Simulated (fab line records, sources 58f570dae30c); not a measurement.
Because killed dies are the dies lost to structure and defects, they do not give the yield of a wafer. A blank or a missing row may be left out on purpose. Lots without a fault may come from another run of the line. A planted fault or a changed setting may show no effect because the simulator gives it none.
A struck lot beside a sound one || flow berkeleyCmos170 || 20 steps out of a route of 331
Sound: the wafers L264.3, L264.4, L264.5. Wafers struck: L275.1, L275.2, L275.4. The cause is given at the end.
Order at every step that has rows: each side's tool, ch and its chambers, its first start. Under that, the readings that differ: sound wafers || struck wafers || difference of the means || sigmas: that difference in standard deviations of wafers without a fault.
alike: readings whose means differ by less than 2 such deviations, and words and numbers that are the same on both sides. not compared: withheld readings, readings that some wafer has no value for, bounds like >300 that may hide the same value, and numbers for which the record gives no deviation and whose values overlap.
Wherever a step has rows on one side only, a row that says differs or no value, or a row with sigmas, the two part there. When numbers do not overlap yet have no deviation, they are printed without sigmas and do not part them. A reading missing from all wafers of one side parts the sides only when that side holds two or more wafers.

UCB170_PVT_TW_MEAS_09:
  sound on filmMetro-01 at day 8 01:34; struck on filmMetro-02 at day 10 12:08
  alike: PVT_TW
then, 1 step without rows for these wafers: UCB170_GATE_WET_ETCH_00 (etches SiO2 in dHF, time 200 s).
UCB170_FIELD_THK_MEAS_91:
  sound on filmMetro-02 at day 8 01:41; struck on filmMetro-04 at day 10 12:16
  alike: FIELD_OXIDE_LEFT_2_THK
then, 1 step without rows for these wafers: UCB170_GATE_OXIDATION_01 (target thk 6.6 nm, ox time 1800 s).
UCB170_GATE_THK_MEAS_02:
  sound on filmMetro-01 at day 8 07:12; struck on filmMetro-02 at day 10 19:11
  alike: GATE_OXIDE_THK
then, 2 steps without rows for these wafers: UCB170_GATE_ANNEAL_03 (time 1800 s); UCB170_GATE_CVD_04 (deposits poly-Si from SiH4, time 1440 s, target thk 214 nm).
UCB170_GATE_THK_MEAS_05:
  sound on filmMetro-02 at day 8 15:11; struck on filmMetro-02 at day 11 02:05
  alike: GATE_POLY_THK
then, 4 steps without rows for these wafers: UCB170_GATE_COAT_06; UCB170_GATE_COAT_07 (resist thk 900 nm); UCB170_GATE_SOFTBAKE_08 (time 60 s); UCB170_GATE_EXPOSE_09 (exposes mask POLY, target cd 350 nm).
UCB170_GATE_PEB_10:
  sound on lithoTrack-01 ch 0, day 8 16:28; struck on lithoTrack-01 ch 0, day 11 03:28
  alike: heaterPowerTotalW
then, 1 step without rows for these wafers: UCB170_GATE_DEVELOP_11 (develop time 45 s).
UCB170_GATE_CD_MEAS_12 targets a cd of 350 nm.
  sound on cdSem-02 at day 8 16:44; struck on cdSem-01 at day 11 03:45
{"reading": "cdNm (nm)", "sound": "350.6 350.0 350.1", "struck": "344.8 345.5 346.3", "difference": -4.7, "sigmas": -4}
UCB170_GATE_OVL_MEAS_13:
  sound on overlay-02 at day 8 16:49; struck on overlay-02 at day 11 03:52
  alike: GATE_OVL
UCB170_GATE_ETCH_14: etches BARC in N2/H2.
  sound on rieDiel-02 ch 0,2,3, day 8 16:51; struck on rieDiel-04 ch 0,1,3, day 11 03:55
  alike: drypumpMotorCurrentA, oesProductAu, rfFwdPowerW, throttleValvePct
UCB170_GATE_ETCH_15: etches poly-Si in HBr/Cl2, stops on SiO2, time 56.3 s, target depth 278.2 nm.
  sound on rieSi-02 ch 2,3, day 8 16:53; struck on rieSi-01 ch 1,2,3, day 11 03:57
{"reading": "model.GATE.cdNm (nm)", "sound": "351.5 350 350.8", "struck": "344.3 345.6 346.9", "difference": -5.2, "sigmas": ""}
  alike: drypumpMotorCurrentA, oesProductAu, rfFwdPowerW, throttleValvePct
  not compared: rfHoursCounterH
UCB170_GATE_STRIP_16: strips in O2.
  sound on plasmaAsher-03 ch 0,1, day 8 16:58; struck on plasmaAsher-01 ch 0,1, day 11 04:00
  alike: drypumpMotorCurrentA, oesProductAu
  not compared: rfHoursCounterH
following that, these wafers have no rows for 1 step: UCB170_M3_PROBE_99.

== WHERE THEY PART ==
Only at UCB170_GATE_CD_MEAS_12, as far as this record shows. Later steps at which nothing parts them and some readings are alike: UCB170_GATE_OVL_MEAS_13, UCB170_GATE_ETCH_14, UCB170_GATE_ETCH_15, UCB170_GATE_STRIP_16.

WHY: the cause the simulator had injected
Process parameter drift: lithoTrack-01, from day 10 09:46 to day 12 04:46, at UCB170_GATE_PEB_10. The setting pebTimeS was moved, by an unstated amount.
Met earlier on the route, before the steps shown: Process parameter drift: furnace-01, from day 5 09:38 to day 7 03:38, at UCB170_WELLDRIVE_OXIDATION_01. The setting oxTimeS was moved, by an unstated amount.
